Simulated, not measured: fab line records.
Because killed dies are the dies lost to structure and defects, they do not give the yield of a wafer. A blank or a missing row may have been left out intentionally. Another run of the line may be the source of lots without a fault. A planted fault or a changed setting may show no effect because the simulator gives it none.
Which tool did it? ; flow ritCmos ; 7 lots, 21 wafers sampled, at 3 steps of a route of 202

== WHAT THE GAUGES SHOWED, per wafer ==
RIT_PSD_OVL_MEAS_06.
lot;measured;on;PSD_OVL (nm)
L881;day 3 07:34;overlay-02;-0.9 -2.7 -1.3
L885;day 4 03:35;overlay-02;0.5 -1.2 0.0
L887;day 4 13:58;overlay-01;-2.0 -2.6 -2.3
L889;day 4 22:10;overlay-01;- - - - - -
L891;day 5 09:19;overlay-02;-1.6 -0.7 -0.6
L895;day 6 07:43;overlay-02;-0.1 -0.6 -1.4
L901;day 7 15:27;overlay-01;-1.9 -1.5 -0.3

== WHAT TOOL EACH LOT RAN ON (gives the tool, then ch and the chambers of the sampled wafers, and finally the start) ==
lot;RIT_GATE_STRIP_20;RIT_PSD_EXPOSE_03
L881;plasmaAsher-01 ch 0,1, day 2 19:20;ilineStepper-02 ch 0, day 3 07:10
L885;plasmaAsher-01 ch 0,1, day 3 15:47;ilineStepper-02 ch 0, day 4 03:11
L887;plasmaAsher-04 ch 0,1, day 4 01:40;ilineStepper-01 ch 0, day 4 13:34
L889;plasmaAsher-03 ch 0,1, day 4 10:46;ilineStepper-02 ch 0, day 4 21:46
L891;plasmaAsher-01 ch 0,1, day 4 22:10;ilineStepper-01 ch 0, day 5 08:55
L895;plasmaAsher-01 ch 0,1, day 5 20:01;ilineStepper-01 ch 0, day 6 07:21
L901;plasmaAsher-03 ch 0, day 7 03:59;ilineStepper-01 ch 0, day 7 15:04
- RIT_GATE_STRIP_20: strips in O2, time 180 s.
- RIT_PSD_EXPOSE_03: exposes mask M10, target cd 40900 nm.

== THE ANSWER, worked out from the rows above alone ==
Rule: the lots themselves supply what counts as usual. The widest of any qualifying gaps counts: lots, ordered by their means at a reading, are off when they make up no more than a third of the lots, leave a main group of 4 or more, and stand apart from it by 3 or more times the standard deviation of that group's means. Not used: any main group whose means are identical at the precision the tables above print for the reading. Also off: a lot with no number at a reading for which 4 or more lots have one. Any other lot the step has rows for is counted as sound.
Off: L889, at RIT_PSD_OVL_MEAS_06 (PSD_OVL). Without a number there: L889. For the main group the mean is -1.2 nm and the standard deviation 0.66.
A tool fits if, at a process step before that reading, it ran every lot that is off, and no sound lot after the first of them. Gauges at RIT_PSD_OVL_MEAS_06: tried the same way as those tools. One fits: ilineStepper-02 at RIT_PSD_EXPOSE_03. A fault onset in the window from L885 (day 4 03:11, its last sound lot) to L889 (day 4 21:46, its first lot off) fits.

== WHAT THE SIMULATOR HAD INSERTED ==
Scanner matching overlay: ilineStepper-02, from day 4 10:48 on, at RIT_PSD_EXPOSE_03. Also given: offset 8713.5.
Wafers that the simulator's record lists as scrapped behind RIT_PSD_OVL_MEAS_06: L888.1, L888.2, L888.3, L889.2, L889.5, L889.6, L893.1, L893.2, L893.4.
Lots struck among those shown: L889. The rule given above showed the same thing.
